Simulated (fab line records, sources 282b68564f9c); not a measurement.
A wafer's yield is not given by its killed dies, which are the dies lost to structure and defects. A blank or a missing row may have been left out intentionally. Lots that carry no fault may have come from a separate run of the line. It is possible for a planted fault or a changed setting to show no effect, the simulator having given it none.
A struck lot beside a sound one | flow ritCmos | 30 steps out of a route of 202
Sound: wafers L865.1, L865.3, L865.5. Struck: wafers L880.1, L880.4. (L880.5 of the same lot was not struck and is left out.) The cause comes at the end.
Per side, at each step with rows, come the tool, then ch with its chambers, and then its first start. Under that, the readings that differ: sound wafers | struck wafers | difference of the means | sigmas: that difference in standard deviations of wafers without a fault.
alike: a reading whose means differ by less than 2 such deviations, as well as words and numbers matching on both sides. not compared: withheld readings; readings where some wafer has no value; bounds like >300 that might hide an equal value; numbers whose values overlap and for which the record gives no deviation.
The two part at a step that has a row with sigmas, a row that says differs or no value, or rows on one side only. Numbers that have no deviation but don't overlap get no sigmas and don't part them. A reading that every wafer of one side lacks parts them only if that side has two wafers or more.

first, 6 steps without rows for these wafers: RIT_SDANNEAL_RTA_03 (time 5 s); RIT_SILICIDE_WET_ETCH_00 (etches SiO2 in BOE, target depth 14 nm, time 15 s); RIT_SILICIDE_SPUTTER_01 (material Ti, target thk 30 nm, time 240 s); RIT_SILICIDE_RTA_04 (time 10 s, ramp up 5 s, ramp down 5 s); RIT_SILICIDE_WET_ETCH_05 (etches Ti in SPM, time 120 s); RIT_SILICIDE_RTA_06 (time 10 s, ramp up 5 s, ramp down 10 s).
RIT_CONTACT_CVD_00: deposits SiO2 from TEOS, target thk 400 nm, time 61 s.
  sound on pecvd-03 ch 0,1, day 4 02:37; struck on pecvd-03 ch 0, day 7 15:58
reading                                 | sound             | struck      | difference | sigmas
heaterPowerW (W)                        | 285 311 322       | 407 416     | +106       | +2
rfFwdPowerW (W)                         | 396.0 396.4 395.7 | 236.0 237.4 | -159.3     | -89
model.SiO2_of_CONTACT_CVD_00.thkNm (nm) | 401.9 404.6 407.5 | 336.9 342.1 | -65.2      | 
RIT_CONTACT_THK_MEAS_01:
  struck on filmMetro-01, day 7 16:01; sound on filmMetro-03, day 4 02:40
reading               | sound       | struck  | difference | sigmas
CONTACT_TEOS_THK (nm) | 402 405 408 | 337 342 | -66        | -11
then, 7 steps without rows for these wafers: RIT_CONTACT_HMDS_02 (prime time 60 s); RIT_CONTACT_COAT_03 (resist thk 1000 nm); RIT_CONTACT_SOFTBAKE_04 (time 60 s); RIT_CONTACT_EXPOSE_05 (exposes mask M11, target cd 1000 nm); RIT_CONTACT_PEB_06; RIT_CONTACT_DEVELOP_07 (develop time 120 s); RIT_CONTACT_HARDBAKE_10 (time 60 s).
RIT_CONTACT_ETCH_11: etches SiO2 in CHF3/CF4/Ar, stops on TiSi2, target depth 480 nm, time 320 s.
  sound on rieDiel-03 ch 0,2,3, day 4 04:11; struck on rieDiel-03 ch 0,3, day 7 17:29
reading                           | sound             | struck      | difference | sigmas
model.CONTACT.featureDepthNm (nm) | 401.9 404.6 407.5 | 336.9 342.1 | -65.2      | 
model.etch.depthNm (nm)           | 401.9 404.6 407.5 | 336.9 342.1 | -65.2      | 
  alike: drypumpMotorCurrentA, oesProductAu, throttleValvePct
  not compared: rfHoursCounterH
then, 11 steps without rows for these wafers: RIT_CONTACT_STRIP_12 (strips in O2, time 180 s); RIT_CONTACT_CLEAN_13 (cleans in SC1, time 600 s); RIT_CONTACT_CLEAN_14 (cleans in SC2, time 600 s); RIT_M1_SPUTTER_00 (material Al, target thk 400 nm, time 500 s); RIT_M1_HMDS_03 (prime time 60 s); RIT_M1_COAT_04 (resist thk 1300 nm); RIT_M1_SOFTBAKE_05 (time 60 s); RIT_M1_EXPOSE_06 (exposes mask M12, target cd 2600 nm); RIT_M1_PEB_07; RIT_M1_DEVELOP_08 (develop time 68 s); RIT_M1_HARDBAKE_11 (time 120 s).
RIT_M1_METAL_ETCH_12: etches Al in Cl2/BCl3, stops on SiO2, time 165 s, target depth 600 nm.
  sound on rieMetal-02 ch 0,1, day 4 06:47; struck on rieMetal-02 ch 1, day 7 20:07
reading                                 | sound           | struck      | difference | sigmas
model.SiO2_of_CONTACT_CVD_00.thkNm (nm) | 366 368.3 371.1 | 300.3 305.3 | -65.7      | 
  alike: drypumpMotorCurrentA, oesProductAu, throttleValvePct
  not compared: rfHoursCounterH
then, 1 step without rows for these wafers: RIT_M1_STRIP_13 (strips in nmp, time 600 s).
RIT_M1_PROBE_99:
  struck on prober-02, day 7 22:23; sound on prober-01, day 4 09:02
reading                                 | sound                       | struck            | difference | sigmas
model.etest.fieldPMetal.vtV (V)         | -30.68 -30.69 -30.97        | -26.88 -27.47     | +3.61      | 
model.etest.nmos_0p15.junctionLog10AUm  | -13.62 -13.7 -13.7          | -13.04 -13.03     | +0.64      | 
model.etest.nmosNarrow.offLog10AUm      | -13.19 -13.35 -13.33        | -12.96 -12.95     | +0.33      | 
model.etest.nmos_0p3.offLog10AUm        | -13.11 -13.07 -13.03        | -12.76 -12.79     | +0.30      | 
model.etest.antennaContact.vtShiftV (V) | -0.01253 -0.01353 -0.008746 | -0.02316 -0.01681 | -0.00838   | 
  alike: killedAtFrontEnd, killedDies, killedOpen, killedShort

WHERE THEY PART
Earliest at RIT_CONTACT_CVD_00; latest, in this record, at RIT_CONTACT_THK_MEAS_01. Later steps at which nothing parts them and some readings are alike: RIT_CONTACT_ETCH_11, RIT_M1_METAL_ETCH_12, RIT_M1_PROBE_99.

WHY: whatever the simulator had introduced
pecvd-03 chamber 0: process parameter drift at RIT_CONTACT_CVD_00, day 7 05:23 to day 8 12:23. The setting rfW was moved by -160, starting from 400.
